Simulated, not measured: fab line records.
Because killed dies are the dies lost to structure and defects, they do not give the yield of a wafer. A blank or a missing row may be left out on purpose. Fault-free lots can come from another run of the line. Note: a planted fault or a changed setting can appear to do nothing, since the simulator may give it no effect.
Split-lot experiment	flow ritCmos	route with 202 steps; 5 lots, 24 wafers read

== ON THE SPLIT ==
At RIT_SPACER_ETCHBACK_05 (etches Si3N4 in SF6/CHF3, stops on SiO2, target depth 250 nm, time 240 s), the setting timeS was moved away from the recipe's 240 s on 6 of the 24 wafers read, by +57.2% to +57.4%. This setting was run at the recipe's value on the other wafers.

== FROM THE SPLIT TO THE READING: what the file shows between them, 13 steps ==
- RIT_NSD_HMDS_00: prime time 60 s
- RIT_NSD_COAT_01: resist thk 1000 nm
- RIT_PSD_STRIP_09: strips in O2, time 180 s
- RIT_SDANNEAL_CLEAN_00: cleans in SC1, time 600 s
- RIT_CONTACT_DEVELOP_07: develop time 120 s (also split here: developTimeS)
- RIT_CONTACT_CD_MEAS_08: target cd 1000 nm
- RIT_CONTACT_HARDBAKE_10: time 60 s
- RIT_CONTACT_ETCH_11: etches SiO2 in CHF3/CF4/Ar, stops on TiSi2, target depth 480 nm, time 320 s
- RIT_CONTACT_STRIP_12: strips in O2, time 180 s
- RIT_CONTACT_CD_MEAS_90: target cd 1000 nm
- RIT_M1_STRIP_13: strips in nmp, time 600 s (also split here: timeS)
- RIT_M1_STRIP_14: strips in O2, time 180 s
- RIT_M1_ANNEAL_15: time 1800 s

== THE READING ==
etest.pwellPinched.rsOhmSq (the simulator's own value, which no gauge read), at RIT_M1_PROBE_99. The file does not state a usual value for it. Across the 18 wafers here that went through the recipe, the average is 459.6 and the standard deviation 7.9.

wafer	tool, chamber at the split	timeS as run, s	against the recipe	etest.pwellPinched.rsOhmSq	against lot-mates on the recipe
L074.1	rieDiel-02, 0	240	recipe	463.4	-
L074.2	rieDiel-02, 2	377.3	+57.2%	611.5	+147.2
L074.3	rieDiel-02, 1	377.3	+57.2%	608.5	+144.2
L074.4	rieDiel-02, 3	377.3	+57.2%	632.5	+168.2
L074.5	rieDiel-02, 3	240	recipe	458.2	-
L074.6	rieDiel-02, 0	240	recipe	471.2	-
L076.1	rieDiel-01, 3	377.8	+57.4%	631.9	+184.2
L076.2	rieDiel-01, 1	377.8	+57.4%	618.8	+171.1
L076.3	rieDiel-01, 0	240	recipe	449.5	-
L076.4	rieDiel-01, 2	240	recipe	445.2	-
L076.5	rieDiel-01, 0	240	recipe	448.3	-
L076.6	rieDiel-01, 3	377.8	+57.4%	633.3	+185.6
L077.1	rieDiel-03, 3	240	recipe	469.2	-
L077.2	rieDiel-03, 2	240	recipe	466.2	-
L077.3	rieDiel-03, 0	240	recipe	468.4	-
L081.2	rieDiel-02, 2	240	recipe	457.4	-
L081.4	rieDiel-02, 3	240	recipe	460.1	-
L081.6	rieDiel-02, 3	240	recipe	469.3	-
L083.1	rieDiel-02, 1	240	recipe	450.3	-
L083.2	rieDiel-02, 2	240	recipe	453.2	-
L083.3	rieDiel-02, 3	240	recipe	461	-
L083.4	rieDiel-02, 0	240	recipe	463.2	-
L083.5	rieDiel-02, 1	240	recipe	453.4	-
L083.6	rieDiel-02, 0	240	recipe	465.7	-

FIT RESULTS
A straight line over all 24 wafers: etest.pwellPinched.rsOhmSq changes by +2.85 for each +1% of timeS; r = +0.99; the points scatter about the line by 8.9.
The same after taking each lot's own level away (the mean of its wafers on the recipe; 24 wafers): +2.91 for each +1%; r = +0.99; scatter 9.3.
According to that fit, moving timeS by its largest amount changes the reading by 1.7e+02.
From 447.67 to 467.93: that is the span of the lots' own levels, equal to 2.6 times the standard deviation above.
Hence the lot-to-lot level has little effect on the slope; both slopes agree.
Check: with one of the wafers moved furthest among these (+57.4%) left out of the fit, the line predicts +164 for it against its lot-mates. Against them it came out at +184.

== OTHER SPLITS ON THESE WAFERS ==
Before the reading, these wafers also passed through other splits. Each is held against what the fit with the lots' levels taken away leaves over:
other split on the same wafers	wafers away from the commonest value	r with etest.pwellPinched.rsOhmSq (lot level and that fit taken away)
RIT_ACTIVE_OXIDATION_01 oxTimeS	6	+0.00
RIT_CONTACT_DEVELOP_07 developTimeS	10	+0.43
RIT_M1_STRIP_13 timeS	15	-0.30

== THE WHOLE CHAIN: every reading that the file lists as answering this split, in the file's order ==
step	what it does	reading	change (the file's fit)	r (the file's)
RIT_SPACER_ETCHBACK_05	etches Si3N4 in SF6/CHF3, stops on SiO2, target depth 250 nm, time 240 s	poly-Si_of_GATE_CVD_08.thkNm (the simulator's own value, which no gauge read)	-0.659 nm for each +1% of the setting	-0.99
RIT_SPACER_ETCHBACK_05	etches Si3N4 in SF6/CHF3, stops on SiO2, target depth 250 nm, time 240 s	Si3N4_of_SPACER_CVD_03.thkNm (the simulator's own value, which no gauge read)	-0.536 nm for each +1% of the setting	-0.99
RIT_SDANNEAL_CLEAN_00	cleans in SC1, time 600 s	SiO2_of_FOX2_OXIDATION_00.thkNm (the simulator's own value, which no gauge read)	-0.535 nm for each +1% of the setting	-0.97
RIT_M1_PROBE_99		etest.pldd.rsOhmSq (the simulator's own value, which no gauge read)	not straight: 512.1 at the lowest setting, 512.1 at the recipe, 4.381 at the highest	not given
RIT_M1_PROBE_99		etest.nldd.rsOhmSq (the simulator's own value, which no gauge read)	-6.48 for each +1% of the setting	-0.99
RIT_M1_PROBE_99		etest.pplusSal.widthNm (the simulator's own value, which no gauge read)	+4.43 nm for each +1% of the setting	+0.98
RIT_M1_PROBE_99		etest.nplusSal.widthNm (the simulator's own value, which no gauge read)	+4.43 nm for each +1% of the setting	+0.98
RIT_M1_PROBE_99		etest.pwellPinched.rsOhmSq (the simulator's own value, which no gauge read)	+2.91 for each +1% of the setting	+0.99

== THE FILE'S OWN FIT ==
etest.pwellPinched.rsOhmSq changes by +2.91 for each +1% of timeS, r = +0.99.
